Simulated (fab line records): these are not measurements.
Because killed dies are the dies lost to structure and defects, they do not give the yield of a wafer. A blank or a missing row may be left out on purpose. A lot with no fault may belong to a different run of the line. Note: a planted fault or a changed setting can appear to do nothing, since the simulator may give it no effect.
Comparing a struck lot with a sound one || flow rit_cmos || 22 out of 202 route steps
Sound: the wafers L865.1, L865.4, L865.5. Wafers struck: L871.1, L871.2, L871.3. At the end, the cause is stated.
Per side, at each step with rows, come the tool, then ch with its chambers, and then its first start. Under that, the readings that differ: sound wafers || struck wafers || difference of the means || sigmas: that difference in standard deviations of wafers without a fault.
alike: readings whose means differ by less than 2 such deviations, and words and numbers that are the same on both sides. not compared: withheld readings, readings that some wafer has no value for, bounds like >300 that may hide the same value, and numbers for which the record gives no deviation and whose values overlap.
The two part at a step that has a row with sigmas, a row that says differs or no value, or rows on one side only. Numbers that don't overlap but have no deviation are shown without sigmas and don't part them. Lack of a reading on every wafer of one side parts them only where that side has two or more wafers.

first, 4 steps without rows for these wafers: RIT_NSD_SOFTBAKE_02 (time 60 s); RIT_NSD_EXPOSE_03 (exposes mask M9, target cd 40700 nm); RIT_NSD_PEB_04; RIT_NSD_DEVELOP_05 (develop time 50 s).
RIT_NSD_OVL_MEAS_06:
  sound: overlay-01 at day 4 07:49; struck: overlay-02 at day 5 19:16
  alike: NSD_OVL
then, 2 steps without rows for these wafers: RIT_NSD_HARDBAKE_07 (time 60 s); RIT_NSD_IMPLANT_08.
RIT_NSD_STRIP_09: strips in O2, time 180 s.
  sound on plasma_asher-03 ch 1, day 4 08:10; struck on plasma_asher-02 ch 0,1, day 5 19:37
  alike: drypump_motor_current_A
  not compared: rf_hours_counter_h
RIT_NSD_TW_MEAS_10:
  sound: film_metro-04 at day 4 08:20; struck: film_metro-03 at day 5 19:47
  alike: NSD_TW
then, 3 steps without rows for these wafers: RIT_PSD_HMDS_00 (prime time 60 s); RIT_PSD_COAT_01 (resist thk 1000 nm); RIT_PSD_SOFTBAKE_02 (time 60 s).
RIT_PSD_EXPOSE_03: exposes mask M10, target cd 40900 nm.
  sound on iline_stepper-02 ch 0, day 4 08:50; struck on iline_stepper-01 ch 0, day 5 20:25
{"reading": "mask", "sound": "M10#0 M10#0 M10#0", "struck": "M9#0 M9#0 M9#0", "difference": "differs", "sigmas": ""}
then, 2 steps without rows for these wafers: RIT_PSD_PEB_04; RIT_PSD_DEVELOP_05 (develop time 50 s).
RIT_PSD_OVL_MEAS_06:
  sound: overlay-01 at day 4 09:14; struck: overlay-01 at day 5 20:49
{"reading": "PSD_OVL (nm)", "sound": "-3.5 -3.2 -2.5", "struck": "- - -", "difference": "no value on the struck wafers", "sigmas": ""}
then, 2 steps without rows for these wafers: RIT_PSD_HARDBAKE_07 (time 60 s); RIT_PSD_IMPLANT_08.
RIT_PSD_STRIP_09: strips in O2, time 180 s.
  sound on plasma_asher-01 ch 0,1, day 4 09:35; struck on plasma_asher-01 ch 0,1, day 5 21:09
  alike: drypump_motor_current_A
  not compared: rf_hours_counter_h
RIT_PSD_TW_MEAS_10:
  sound: film_metro-03 at day 4 09:45; struck: film_metro-03 at day 5 21:20
{"reading": "PSD_TW", "sound": "3418 3414 3440", "struck": "30 30 30", "difference": -3394, "sigmas": "-99 or more"}
then, 1 step without rows for these wafers: RIT_SDANNEAL_CLEAN_00 (cleans in SC1, time 600 s).
RIT_M1_PROBE_99:
  sound: prober-01 at day 4 17:28; struck: prober-02 at day 6 05:15
{"reading": "killed_at_front_end", "sound": "10 8 4", "struck": "264 264 264", "difference": "+257", "sigmas": "+95"}
{"reading": "killed_dies", "sound": "10 8 4", "struck": "264 264 264", "difference": "+257", "sigmas": "+95"}
{"reading": "killed_on_rim", "sound": "2 1 2", "struck": "70 70 70", "difference": "+68", "sigmas": "+57"}
  alike: killed_at_contacts, killed_open, killed_short

WHERE THEY PART
Last at RIT_M1_PROBE_99 as far as this record goes, first at RIT_PSD_EXPOSE_03.

WHY: whatever the simulator had introduced
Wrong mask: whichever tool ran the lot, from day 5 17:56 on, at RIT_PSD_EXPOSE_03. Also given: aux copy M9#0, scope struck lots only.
